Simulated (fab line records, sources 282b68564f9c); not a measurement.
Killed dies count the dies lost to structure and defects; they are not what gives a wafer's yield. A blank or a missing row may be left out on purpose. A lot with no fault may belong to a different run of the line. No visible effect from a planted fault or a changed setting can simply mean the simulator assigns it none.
Which of the tools did it? + flow rit_cmos + 42 wafers from 14 lots sampled at 2 of the route's 202 steps

WHAT THE GAUGES SHOWED, per wafer
The record holds no reading of a measuring or inspecting step that can be judged against a usual standard deviation.

TOOL THAT RAN EACH LOT (tool first, then ch and the chambers of the sampled wafers, then the start)
| lot  | RIT_GATE_STRIP_20                   | RIT_M1_PROBE_99        |
|------|-------------------------------------|------------------------|
| L755 | plasma_asher-02 ch 0, day 2 16:20   | -                      |
| L756 | plasma_asher-01 ch 0,1, day 2 22:35 | -                      |
| L757 | plasma_asher-03 ch 0,1, day 3 06:01 | -                      |
| L758 | plasma_asher-03 ch 0,1, day 3 08:46 | prober-01, day 4 05:00 |
| L759 | plasma_asher-02 ch 0,1, day 3 10:41 | -                      |
| L760 | plasma_asher-02 ch 0,1, day 3 20:50 | prober-02, day 4 16:46 |
| L761 | plasma_asher-01 ch 0,1, day 3 21:08 | prober-01, day 4 18:32 |
| L762 | plasma_asher-02 ch 0,1, day 4 02:04 | prober-02, day 4 23:29 |
| L763 | plasma_asher-01 ch 0,1, day 4 08:44 | -                      |
| L764 | plasma_asher-03 ch 0,1, day 4 19:26 | prober-02, day 5 16:29 |
| L766 | plasma_asher-02 ch 0, day 4 23:30   | prober-02, day 5 21:31 |
| L774 | plasma_asher-01 ch 0,1, day 6 13:28 | -                      |
| L775 | plasma_asher-01 ch 0,1, day 6 22:02 | -                      |
| L777 | plasma_asher-02 ch 0,1, day 7 04:04 | -                      |
- RIT_GATE_STRIP_20: strips in O2, time 180 s.
- RIT_M1_PROBE_99

AS READ BY THE TOOLS THEMSELVES (means over the sampled wafers that have a number; for cases with no such wafer, the mark the record gives instead)
RIT_GATE_STRIP_20. Usual: drypump_motor_current_A 5.4 A, standard deviation 0.57; o2_flow_sccm 4000 sccm, standard deviation 11.
| lot  | tool            | drypump_motor_current_A (A) | o2_flow_sccm (sccm) | flag |
|------|-----------------|-----------------------------|---------------------|------|
| L755 | plasma_asher-02 | 5.0                         | 4001                |      |
| L756 | plasma_asher-01 | 5.6                         | 3988                |      |
| L757 | plasma_asher-03 | 5.6                         | 3999                |      |
| L758 | plasma_asher-03 | 5.6                         | 4015                |      |
| L759 | plasma_asher-02 | 5.3                         | 3999                |      |
| L760 | plasma_asher-02 | 5.3                         | 3998                |      |
| L761 | plasma_asher-01 | 5.6                         | 4007                |      |
| L762 | plasma_asher-02 | 5.7                         | 4004                |      |
| L763 | plasma_asher-01 | 5.5                         | 4004                |      |
| L764 | plasma_asher-03 | 5.6                         | 4003                |      |
| L766 | plasma_asher-02 | 5.0                         | 4011                |      |
| L774 | plasma_asher-01 | 5.1                         | 5324                | OFF  |
| L775 | plasma_asher-01 | 5.1                         | 5334                | OFF  |
| L777 | plasma_asher-02 | 5.3                         | 3992                |      |

RIT_M1_PROBE_99. Usual: killed_at_M0_to_M3 0.0, standard deviation 0.12; killed_at_contacts 0.1, standard deviation 0.34; killed_at_front_end 7.0, standard deviation 2.9; killed_dies 7.2, standard deviation 2.9; killed_on_rim 2.1, standard deviation 1.4; killed_open 3.6, standard deviation 1.9; killed_short 3.5, standard deviation 2.1.
| lot  | tool      | killed_at_M0_to_M3 | killed_at_contacts | killed_at_front_end | killed_dies | killed_on_rim | killed_open | killed_short | flag |
|------|-----------|--------------------|--------------------|---------------------|-------------|---------------|-------------|--------------|------|
| L758 | prober-01 | 0.0                | 0.0                | 10.3                | 10.3        | 3.0           | 4.7         | 5.3          |      |
| L760 | prober-02 | 0.0                | 1.0                | 7.0                 | 8.0         | 2.3           | 5.3         | 2.7          |      |
| L761 | prober-01 | 0.0                | 0.0                | 7.7                 | 7.7         | 2.3           | 2.7         | 5.0          |      |
| L762 | prober-02 | 0.0                | 0.0                | 6.0                 | 6.0         | 2.3           | 3.7         | 2.3          |      |
| L764 | prober-02 | 0.0                | 0.0                | 5.7                 | 5.7         | 1.7           | 3.0         | 2.7          |      |
| L766 | prober-02 | 0.0                | 0.3                | 6.3                 | 6.7         | 1.7           | 3.7         | 3.0          |      |

THE ANSWER, worked out from the rows above alone
Rule: take the mean of a lot's wafers that have a number; if it is more than 3 standard deviations from the usual mean, the lot is off. A lot without any number at a reading at which 4 lots or more have one is off too. Any other lot the step has rows for is counted as sound. After the gauges, taken in route order, come the tools' own readings; for these a lot's mean is taken, as printed above. At the first step where some lot is off, the reading lying furthest off is the one used; lots without a number count as furthest.
Off, at RIT_GATE_STRIP_20 on o2_flow_sccm: L774, L775.
If a tool, at that step or one of the process steps before it, ran each lot that is off and ran no sound lot following the first of them, it fits. One fits: RIT_GATE_STRIP_20 on plasma_asher-01. A fault onset in the window from L763 (day 4 08:44, its last sound lot) to L774 (day 6 13:28, its first lot off) fits.
On the lots that are off, the tool's own readings at RIT_GATE_STRIP_20 differ by more than 5 times the standard deviation of the sound lots' means, which bears it out; o2_flow_sccm reads 5329 sccm there versus 4002 sccm on the sound lots.

WHAT WAS PUT IN BY THE SIMULATOR
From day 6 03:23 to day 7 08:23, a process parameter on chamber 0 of plasma_asher-01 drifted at RIT_GATE_STRIP_20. A move of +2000 in setting o2_flow_sccm, from 4000. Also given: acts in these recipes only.
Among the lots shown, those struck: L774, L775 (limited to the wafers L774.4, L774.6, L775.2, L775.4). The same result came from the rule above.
